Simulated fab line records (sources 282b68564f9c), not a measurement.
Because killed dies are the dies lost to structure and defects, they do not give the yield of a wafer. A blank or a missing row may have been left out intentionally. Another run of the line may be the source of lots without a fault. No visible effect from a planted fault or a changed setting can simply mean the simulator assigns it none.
A struck lot beside a sound one    flow rit_cmos    43 out of 202 route steps
Sound: the wafers L546.1, L546.2, L546.6. The struck wafers were L559.4, L559.5, L559.6. At the end, the cause is stated.
Order at every step that has rows: each side's tool, ch and its chambers, its first start. Under that, the readings that differ: sound wafers    struck wafers    difference of the means    sigmas: that difference in standard deviations of wafers without a fault.
alike: readings whose means differ by less than 2 such deviations, and words and numbers that are the same on both sides. not compared: withheld readings, readings that some wafer has no value for, bounds like >300 that may hide the same value, and numbers for which the record gives no deviation and whose values overlap.
The two part at a step that has a row with sigmas, a row that says differs or no value, or rows on one side only. When numbers do not overlap yet have no deviation, they are printed without sigmas and do not part them. A reading that every wafer of one side lacks parts them only if that side has two wafers or more.

first, 2 steps without rows for these wafers: RIT_NLDD_HARDBAKE_07 (time 60 s); RIT_NLDD_IMPLANT_08.
RIT_NLDD_STRIP_09: strips in O2, time 180 s.
  sound on plasma_asher-02 ch 0,1, day 4 13:54; struck on plasma_asher-02 ch 0,1, day 6 20:44
  alike: drypump_motor_current_A
  not compared: rf_hours_counter_h
RIT_NLDD_TW_MEAS_10:
  sound: film_metro-04 at day 4 14:05; struck: film_metro-04 at day 6 20:53
  alike: NLDD_TW
then, 6 steps without rows for these wafers: RIT_PLDD_HMDS_00 (prime time 60 s); RIT_PLDD_COAT_01 (resist thk 1012 nm); RIT_PLDD_SOFTBAKE_02 (time 60 s); RIT_PLDD_EXPOSE_03 (exposes mask M8, target cd 40900 nm); RIT_PLDD_PEB_04; RIT_PLDD_DEVELOP_05 (develop time 50 s).
RIT_PLDD_OVL_MEAS_06:
  sound: overlay-01 at day 4 14:59; struck: overlay-01 at day 6 21:52
  alike: PLDD_OVL
then, 1 step without rows for these wafers: RIT_PLDD_HARDBAKE_07 (time 60 s).
RIT_PLDD_IMPLANT_08:
  sound on implanter-02 ch 0, day 4 15:10; struck on implanter-04 ch 0, day 6 22:07
reading                    sound              struck             difference  sigmas
implant_ion_amu            49 49 49           75 75 75           +26         
model.implant.drp_nm (nm)  9.752 9.752 9.752  7.212 7.212 7.212  -2.540      
model.implant.rp_nm (nm)   16.6 16.6 16.6     15.95 15.95 15.95  -0.65       
RIT_PLDD_STRIP_09: strips in O2, time 180 s.
  sound on plasma_asher-03 ch 0,1, day 4 15:19; struck on plasma_asher-04 ch 0,1, day 6 22:14
reading                      sound        struck       difference  sigmas
drypump_motor_current_A (A)  5.8 5.8 5.8  6.7 6.7 6.3  +0.8        +2
  not compared: rf_hours_counter_h
RIT_PLDD_TW_MEAS_10:
  sound: film_metro-04 at day 4 15:30; struck: film_metro-04 at day 6 22:23
reading  sound           struck          difference  sigmas
PLDD_TW  2321 2330 2319  2954 2953 2963  +633        +49
then, 4 steps without rows for these wafers: RIT_SPACER_CLEAN_00 (cleans in SC1, time 600 s); RIT_SPACER_CLEAN_01 (cleans in dHF, time 30 s); RIT_SPACER_CLEAN_02 (cleans in SC2, time 600 s); RIT_SPACER_CVD_03 (deposits Si3N4 from SiH2Cl2/NH3, target thk 250 nm, time 3300 s).
RIT_SPACER_THK_MEAS_04:
  sound: film_metro-04 at day 4 17:52; struck: film_metro-02 at day 7 00:46
  alike: SPACER_NITRIDE_THK
RIT_SPACER_ETCHBACK_05: etches Si3N4 in SF6/CHF3, stops on SiO2, target depth 250 nm, time 240 s.
  sound on rie_diel-02 ch 0,1,2, day 4 17:55; struck on rie_diel-04 ch 1,2, day 7 00:48
  alike: SF6_flow_sccm, drypump_motor_current_A, oes_product_au, throttle_valve_pct
  not compared: rf_hours_counter_h
then, 6 steps without rows for these wafers: RIT_NSD_HMDS_00 (prime time 60 s); RIT_NSD_COAT_01 (resist thk 1000 nm); RIT_NSD_SOFTBAKE_02 (time 60 s); RIT_NSD_EXPOSE_03 (exposes mask M9, target cd 40700 nm); RIT_NSD_PEB_04; RIT_NSD_DEVELOP_05 (develop time 50 s).
RIT_NSD_OVL_MEAS_06:
  sound: overlay-02 at day 4 18:56; struck: overlay-01 at day 7 01:56
  alike: NSD_OVL
then, 2 steps without rows for these wafers: RIT_NSD_HARDBAKE_07 (time 60 s); RIT_NSD_IMPLANT_08.
RIT_NSD_STRIP_09: strips in O2, time 180 s.
  sound on plasma_asher-02 ch 0,1, day 4 19:16; struck on plasma_asher-02 ch 0,1, day 7 02:19
  alike: drypump_motor_current_A
  not compared: rf_hours_counter_h
RIT_NSD_TW_MEAS_10:
  sound: film_metro-03 at day 4 19:26; struck: film_metro-01 at day 7 02:28
  alike: NSD_TW
then, 6 steps without rows for these wafers: RIT_PSD_HMDS_00 (prime time 60 s); RIT_PSD_COAT_01 (resist thk 1000 nm); RIT_PSD_SOFTBAKE_02 (time 60 s); RIT_PSD_EXPOSE_03 (exposes mask M10, target cd 40900 nm); RIT_PSD_PEB_04; RIT_PSD_DEVELOP_05 (develop time 50 s).
RIT_PSD_OVL_MEAS_06:
  sound: overlay-02 at day 4 20:21; struck: overlay-01 at day 7 03:22
  alike: PSD_OVL
then, 2 steps without rows for these wafers: RIT_PSD_HARDBAKE_07 (time 60 s); RIT_PSD_IMPLANT_08.
RIT_PSD_STRIP_09: strips in O2, time 180 s.
  sound on plasma_asher-01 ch 0,1, day 4 20:41; struck on plasma_asher-01 ch 0,1, day 7 03:44
  alike: drypump_motor_current_A
  not compared: rf_hours_counter_h
RIT_SDANNEAL_RS_MEAS_06: measurement is done with a four-point probe.
  sound: film_metro-04 at day 4 21:35; struck: film_metro-04 at day 7 04:39
reading           sound              struck          difference  sigmas
PLDD_RS (ohm/sq)  178.4 177.5 178.3  68.7 68.8 68.7  -109.3      -99 or more

WHERE THEY PART
Earliest at RIT_PLDD_STRIP_09; latest, in this record, at RIT_SDANNEAL_RS_MEAS_06.

WHY: what had been put in by the simulator
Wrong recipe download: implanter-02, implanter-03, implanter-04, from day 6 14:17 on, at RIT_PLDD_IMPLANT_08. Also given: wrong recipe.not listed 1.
